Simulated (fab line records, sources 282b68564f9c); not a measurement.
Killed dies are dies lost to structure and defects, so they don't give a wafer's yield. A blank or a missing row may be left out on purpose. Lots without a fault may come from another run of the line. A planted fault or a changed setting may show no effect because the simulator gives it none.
Chamber matching | flow rit_cmos | RIT_GATE_ETCH_19 on rie_si-01: 4 sister chambers
The step etches poly-Si in SF6/CHF3/O2, stops on SiO2, time 165 s, target depth 312.5 nm. 4 wafers are shown with their chamber, then 7 later ones without.

WAFERS WITH THEIR CHAMBER
wafer  | chamber | throttle_valve_pct (%)
L216.1 | 1       | 9.97
L224.6 | 2       | 10.31
L228.2 | 3       | 10.24
L228.4 | 0       | 10.12

WAFERS WITHOUT THEIR CHAMBER
wafer  | throttle_valve_pct (%)
L228.6 | 10.31
L230.1 | 10.12
L230.5 | 9.97
L230.6 | 10.31
L232.2 | 10.32
L232.4 | 10.23
L232.5 | 10.30

WHICH CHAMBER EACH WENT THROUGH
wafer  | from the rows above | in truth
L228.6 | 2                   | 2
L230.1 | 0                   | 0
L230.5 | 1                   | 1
L230.6 | 2                   | 2
L232.2 | 2                   | 2
L232.4 | 3                   | 3
L232.5 | 2                   | 2
Placed correctly: 7 of 7. Can't be placed from these rows: 0. Placed wrongly: 0.
How it was worked out, from the rows above alone: a wafer's distance from a chamber is the root of the sum, over the readings, of the square of ((its reading less the chamber's mean) divided by the reading's scatter). The wafer belongs to the nearest chamber; if the next one is less than 2 further off, it can't be placed. A chamber's mean is the mean of its shown wafers. The scatter: with one shown wafer a chamber, the root of the mean of the squares of how far each hidden wafer lies from its nearest shown one.
